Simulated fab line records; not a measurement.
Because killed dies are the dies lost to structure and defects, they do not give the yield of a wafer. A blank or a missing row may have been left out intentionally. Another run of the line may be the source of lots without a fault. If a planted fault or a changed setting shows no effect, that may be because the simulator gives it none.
fab line records ; flow rit_cmos
[record] lots = 6; wafers = 18; last_day = 7
route steps=202 shown NWELL@28 PWELL@39 M1@202
lots that met no fault: taken from a fault-free run of the same line
start_h: hours from the record's opening day to when the first of the lot's shown wafers began ; wait_h: hours since the lot's step before ; " identical to the entry in the row above ; L1.1+2: several wafers, shown together as one row ; - no value, or no start was given ; * or withheld: withheld ; < > ~ a bound
route shown NAME@n: a module of which the file shows steps, and the number in the route of the first ; usual: average and standard deviation across the fault-free wafers ; same: alike in all rows ; chamber/n: place in a boat ; sites: each site's reading ; _std_site: standard deviation of those values ; _edge_site: mean of outer sites minus mean of inner sites ; radius_mm: how far each site lies from the wafer's centre ; mask NAME#n: copy n ; behind: tool/chamber where the wafer was last shaped ; hold: why the lot was held/for how many hours/how that ended ; device: the transistor (n, p or np) that didn't switch ; end of line: the same wafers' tests at the end of the route ; a step with no rows: only its recipe ; killed: dies lost to structure and defects at the first sort, not the wafer's yield ; map: the dies of a wafer, with x for killed, . for not killed, _ for no die there
set.NAME: the setting that was run; set.NAME@STEP: the one run at that earlier step ; model.NAME: the simulator's own value behind a step, which no gauge read
certain route steps with their lots: each step a table, each wafer a row
services: the hour from which a tool's chamber was out of use, counted from the record's first day as start_h (under 0 if before that day), plus the number of hours and why
[[steps]]
[step RIT_NWELL_HMDS_00]
[recipe] prime_time_s = 60; prime_temp_c = 140
[step RIT_NWELL_COAT_01]
[recipe] resist = NOVOLAK; spin_rpm = 2000; resist_thk_nm = 1300
[step RIT_NWELL_SOFTBAKE_02]
[recipe] resist = NOVOLAK; temp_c = 90; time_s = 60
[step RIT_NWELL_EXPOSE_03]
[recipe] mask_id = M2; na = 0.57; target_cd_nm = 43900; dose_mj = 250
[step RIT_NWELL_PEB_04]
[recipe] resist = NOVOLAK; temp_c = withheld; time_s = withheld
[step RIT_NWELL_DEVELOP_05]
[recipe] resist = NOVOLAK; develop_time_s = 68; dev_temp_c = 23
[step RIT_NWELL_OVL_MEAS_06]
[usual] NWELL_OVL = -1.2/1.4
lot.wafer;tool;chamber;start_h;wait_h;NWELL_OVL[nm]
L856.1;overlay-01;-;32.73;-;-2.8
L856.5;overlay-01;-;32.73;-;-1.9
L856.6;overlay-01;-;32.73;-;-2.5
L857.1;overlay-02;-;37.48;-;-1.9
L857.2;overlay-02;-;37.48;-;-2.7
L857.3;overlay-02;-;37.48;-;-2.6
L861.3;overlay-01;-;57.17;-;-2.0
L861.4;overlay-01;-;57.17;-;-1.6
L861.6;overlay-01;-;57.17;-;-4.0
L863.2;overlay-01;-;68.70;-;-0.6
L863.3;overlay-01;-;68.70;-;-0.2
L863.4;overlay-01;-;68.70;-;-2.1
L872.1;overlay-01;-;125.63;-;1.1
L872.2;overlay-01;-;125.63;-;0.0
L872.4;overlay-01;-;125.63;-;1.5
L873.1;overlay-01;-;127.44;-;-3.6
L873.2;overlay-01;-;127.44;-;-3.2
L873.3;overlay-01;-;127.44;-;-3.1
[step RIT_NWELL_HARDBAKE_07]
[recipe] resist = NOVOLAK; temp_c = 140; time_s = 120
[step RIT_NWELL_IMPLANT_08]
[recipe] species = P; energy_kev = 170; dose_cm2 = 4.932e+13; tilt_deg = 7
[step RIT_NWELL_STRIP_09]
[recipe] chemistry = O2; time_s = 180; resist = NOVOLAK; platen_temp_c = withheld; power_w = 500; pressure_mtorr = 4000; o2_flow_sccm = 4000
[usual] drypump_motor_current_A = 6.0/0.4
lot.wafer;tool;chamber;start_h;wait_h;drypump_motor_current_A;rf_hours_counter_h
L856.1;plasma_asher-02;1;33.17;0.1;6.3;40
L856.5;plasma_asher-02;0;33.17;0.1;6.6;-
L856.6;plasma_asher-02;1;33.17;0.1;6.3;-
L857.1;plasma_asher-01;1;37.91;0.1;5.5;41
L857.2;plasma_asher-01;0;37.91;0.1;5.9;41
L857.3;plasma_asher-01;0;37.91;0.1;5.8;-
L861.3;plasma_asher-01;0;57.65;0.1;5.8;-
L861.4;plasma_asher-01;1;57.65;0.1;5.5;-
L861.6;plasma_asher-01;0;57.65;0.1;5.8;-
L863.2;plasma_asher-01;0;69.13;0.1;5.8;45
L863.3;plasma_asher-01;0;69.13;0.1;5.8;-
L863.4;plasma_asher-01;1;69.13;0.1;5.5;-
L872.1;plasma_asher-02;0;126.06;0.1;6.6;50
L872.2;plasma_asher-02;1;126.06;0.1;6.3;50
L872.4;plasma_asher-02;1;126.06;0.1;6.3;-
L873.1;plasma_asher-03;0;128.09;0.1;6.1;30
L873.2;plasma_asher-03;1;128.09;0.1;6.4;30
L873.3;plasma_asher-03;1;128.09;0.1;6.4;-
[step RIT_NWELL_TW_MEAS_10]
[usual] NWELL_TW = 2129/19
lot.wafer;tool;chamber;start_h;wait_h;NWELL_TW
L856.1;film_metro-03;-;33.34;0.1;2157
L856.5;film_metro-03;-;33.34;0.1;2154
L856.6;film_metro-03;-;33.34;0.1;2160
L857.1;film_metro-04;-;38.09;0.1;2103
L857.2;film_metro-04;-;38.09;0.1;2114
L857.3;film_metro-04;-;38.09;0.1;2121
L861.3;film_metro-03;-;57.79;0.1;2167
L861.4;film_metro-03;-;57.79;0.1;2153
L861.6;film_metro-03;-;57.79;0.1;2164
L863.2;film_metro-01;-;69.32;0.1;2137
L863.3;film_metro-01;-;69.32;0.1;2131
L863.4;film_metro-01;-;69.32;0.1;2134
L872.1;film_metro-04;-;126.24;0.1;2110
L872.2;film_metro-04;-;126.24;0.1;2099
L872.4;film_metro-04;-;126.24;0.1;2105
L873.1;film_metro-01;-;128.26;0.1;2124
L873.2;film_metro-01;-;128.26;0.1;2115
L873.3;film_metro-01;-;128.26;0.1;2121
[step RIT_PWELL_HMDS_00]
[recipe] prime_time_s = 60; prime_temp_c = 140
[step RIT_PWELL_COAT_01]
[recipe] resist = NOVOLAK; spin_rpm = 2000; resist_thk_nm = 1300
[usual] resist_line_temp_C = 23.00/0.1
lot.wafer;tool;chamber;start_h;wait_h;resist_line_temp_C;model.NOVOLAK_of_PWELL_COAT_01.thk_nm
L856.1;litho_track-01;0;33.55;0.1;23.07;1298
L856.5;litho_track-01;0;33.55;0.1;23.16;1296
L856.6;litho_track-01;0;33.55;0.1;23.11;1298
L857.1;litho_track-04;0;38.30;0.1;22.84;1301
L857.2;litho_track-04;0;38.30;0.1;22.87;1300
L857.3;litho_track-04;0;38.30;0.1;22.65;1303
L861.3;litho_track-01;0;58.14;0.1;22.90;1335
L861.4;litho_track-01;0;58.14;0.1;22.97;1340
L861.6;litho_track-01;0;58.14;0.1;23.04;1339
L863.2;litho_track-01;0;69.54;0.1;22.88;1336
L863.3;litho_track-01;0;69.54;0.1;23.02;1334
L863.4;litho_track-01;0;69.54;0.1;22.97;1332
L872.1;litho_track-02;0;126.45;0.1;23.07;1309
L872.2;litho_track-02;0;126.45;0.1;23.05;1305
L872.4;litho_track-02;0;126.45;0.1;23.04;1309
L873.1;litho_track-02;0;128.47;0.1;23.04;1303
L873.2;litho_track-02;0;128.47;0.1;23.01;1301
L873.3;litho_track-02;0;128.47;0.1;23.21;1296
[step RIT_PWELL_SOFTBAKE_02]
[recipe] resist = NOVOLAK; temp_c = 90; time_s = 60
[step RIT_PWELL_EXPOSE_03]
[recipe] mask_id = M3; na = 0.57; target_cd_nm = 43700; dose_mj = 250
[step RIT_PWELL_PEB_04]
[recipe] resist = NOVOLAK; temp_c = withheld; time_s = withheld
[step RIT_PWELL_DEVELOP_05]
[recipe] resist = NOVOLAK; develop_time_s = 68; dev_temp_c = 22.6
[step RIT_PWELL_OVL_MEAS_06]
[usual] PWELL_OVL = -0.7/1.2
lot.wafer;tool;chamber;start_h;wait_h;PWELL_OVL[nm]
L856.1;overlay-02;-;34.41;-;-1.7
L856.5;overlay-02;-;34.41;-;-1.7
L856.6;overlay-02;-;34.41;-;-2.2
L857.1;overlay-02;-;39.03;-;-1.8
L857.2;overlay-02;-;39.03;-;-1.0
L857.3;overlay-02;-;39.03;-;-1.6
L861.3;overlay-01;-;58.96;-;-1.9
L861.4;overlay-01;-;58.96;-;-1.2
L861.6;overlay-01;-;58.96;-;-2.9
L863.2;overlay-02;-;70.25;-;0.4
L863.3;overlay-02;-;70.25;-;-0.3
L863.4;overlay-02;-;70.25;-;-0.8
L872.1;overlay-01;-;127.18;-;-0.6
L872.2;overlay-01;-;127.18;-;0.6
L872.4;overlay-01;-;127.18;-;0.6
L873.1;overlay-01;-;129.40;-;0.6
L873.2;overlay-01;-;129.40;-;0.8
L873.3;overlay-01;-;129.40;-;1.9
[step RIT_PWELL_HARDBAKE_07]
[recipe] resist = NOVOLAK; temp_c = 140; time_s = 120
[usual] resist_line_temp_C = 23.01/0.11
lot.wafer;tool;chamber;start_h;wait_h;resist_line_temp_C;model.NOVOLAK_of_PWELL_COAT_01.thk_nm
L856.1;litho_track-04;0;34.45;0.0;23.01;1135
L856.5;litho_track-04;0;34.45;0.0;22.92;1133
L856.6;litho_track-04;0;34.45;0.0;23.08;1135
L857.1;litho_track-01;0;39.06;0.0;23.13;1138
L857.2;litho_track-01;0;39.06;0.0;23.12;1137
L857.3;litho_track-01;0;39.06;0.0;23.23;1140
L861.3;litho_track-01;0;59.07;0.1;22.98;1167
L861.4;litho_track-01;0;59.07;0.1;23.06;1172
L861.6;litho_track-01;0;59.07;0.1;22.97;1170
L863.2;litho_track-01;0;70.32;0.1;23.01;1168
L863.3;litho_track-01;0;70.32;0.1;23.16;1167
L863.4;litho_track-01;0;70.32;0.1;23.10;1165
L872.1;litho_track-02;0;127.21;0.0;22.91;1145
L872.2;litho_track-02;0;127.21;0.0;22.92;1142
L872.4;litho_track-02;0;127.21;0.0;23.01;1145
L873.1;litho_track-02;0;129.43;0.0;22.82;1140
L873.2;litho_track-02;0;129.43;0.0;22.82;1138
L873.3;litho_track-02;0;129.43;0.0;22.96;1133
[step RIT_PWELL_IMPLANT_08]
[recipe] species = B; energy_kev = 170; dose_cm2 = 7e+13; tilt_deg = 7
[step RIT_M1_PROBE_99]
[usual] killed_at_contacts = 0.1/0.23; killed_at_front_end = 6.6/2.9; killed_dies = 6.7/3; killed_on_rim = 1.7/1.4; killed_open = 3.5/2.1; killed_short = 3.2/1.8
[same] gross_dies = 264; killed_at_M0_to_M3 = 0; killed_at_M4_up = 0; killed_at_back_side = 0; killed_at_other = 0
lot.wafer;tool;chamber;start_h;wait_h;killed_at_contacts;killed_at_front_end;killed_dies;killed_on_rim;killed_open;killed_short
L857.1;prober-01;-;74.73;0.1;0;3;3;3;1;2
L857.2;prober-01;-;74.78;0.1;0;7;7;2;4;3
L857.3;prober-01;-;74.83;0.2;0;4;4;2;2;2
L861.3;prober-02;-;100.93;0.2;0;10;10;6;7;3
L861.4;prober-02;-;100.98;0.2;1;8;9;2;4;5
L861.6;prober-02;-;101.08;0.2;0;10;10;0;5;5
L872.1;prober-02;-;172.66;0.1;0;11;11;5;8;3
L872.2;prober-02;-;172.71;0.1;0;10;10;2;6;4
L872.4;prober-02;-;172.81;0.2;0;14;14;7;8;6
// killed by level:class
L857.1 GATE:geometric_particle:short=1 GATE:geometric_particle:open=1 SILICIDE:geometric_particle:short=1
L857.2 SILICIDE:geometric_particle:open=3 SILICIDE:geometric_particle:short=2 GATE:geometric_particle:open=1 SPACER:geometric_particle:short=1
L857.3 FOX1:geometric_particle:short=1 FOX1:geometric_particle:open=1 SILICIDE:geometric_particle:short=1 SILICIDE:geometric_particle:open=1
L861.3 REOX:geometric_particle:open=3 GATE:geometric_particle:short=2 SILICIDE:geometric_particle:open=2 FOX2:geometric_particle:open=1 REOX:geometric_particle:short=1 SPACER:geometric_particle:open=1
L861.4 FOX1:geometric_particle:open=2 SILICIDE:geometric_particle:short=2 FOX1:geometric_particle:short=1 FOX2:geometric_particle:short=1 GATE:geometric_particle:open=1 REOX:geometric_particle:open=1 CONTACT:geometric_particle:short=1
L861.6 REOX:geometric_particle:open=2 REOX:geometric_particle:short=2 FOX1:geometric_particle:short=1 FOX2:geometric_particle:open=1 GATE:geometric_particle:open=1 GATE:geometric_particle:short=1 SPACER:geometric_particle:open=1 SILICIDE:geometric_particle:short=1
L872.1 REOX:geometric_particle:open=4 FOX1:geometric_particle:short=1 FOX1:geometric_particle:open=1 GATE:geometric_particle:short=1 GATE:geometric_particle:open=1 REOX:geometric_particle:short=1 SPACER:geometric_particle:open=1 SILICIDE:geometric_particle:open=1
L872.2 REOX:geometric_particle:open=3 REOX:geometric_particle:short=2 SPACER:geometric_particle:open=2 GATE:geometric_particle:short=1 SILICIDE:geometric_particle:open=1 SILICIDE:geometric_particle:short=1
L872.4 GATE:geometric_particle:short=4 SILICIDE:geometric_particle:open=3 GATE:geometric_particle:open=2 SILICIDE:geometric_particle:short=2 FOX1:geometric_particle:open=1 REOX:geometric_particle:open=1 SPACER:geometric_particle:open=1
[[services]]
tool;chamber;start_h;hours;kind
plasma_asher-02;-;39.68;0.8;repair
plasma_asher-03;-;42.53;45.4;repair
plasma_asher-01;-;108.75;9.0;pm
plasma_asher-01;0;108.75;9.0;vent_cycle
plasma_asher-01;1;108.75;9.0;vent_cycle
plasma_asher-02;-;111.76;0.5;repair
plasma_asher-01;0;117.75;-;clean
plasma_asher-01;1;117.75;-;clean
plasma_asher-02;-;127.91;2.8;pm
[[key]]
first_sign none at tools or gauges
[model_effect] step = RIT_PWELL_COAT_01; value = NOVOLAK_of_PWELL_COAT_01.thk_nm; without = 1300; struck = 1336
[model_effect] step = RIT_PWELL_HARDBAKE_07; value = NOVOLAK_of_PWELL_COAT_01.thk_nm; without = 1137; struck = 1168
met_at RIT_PWELL_COAT_01
struck_wafers L861.3,L861.4,L861.6,L863.2,L863.3,L863.4
tester_left_out L861,L863
onset_between 33.55 58.14
also_fits RIT_NWELL_STRIP_09:plasma_asher-01
[fault] kind = process_parameter_drift; tool = litho_track-01; chamber = -; onset_h = 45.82; steps = RIT_PWELL_COAT_01; channel = resist_thk_nm; offset = 35.69; shape = step; end_h = 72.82; acts_in = these_recipes_only; stated = 1300
// tester_left_out: of these lots the tester's yield and bins aren't shown, on N5 and GAA mostly nor the transistor test; their killed dies are dies lost to structure and defects alone, not to doping, threshold or leakage, so they don't give the yield
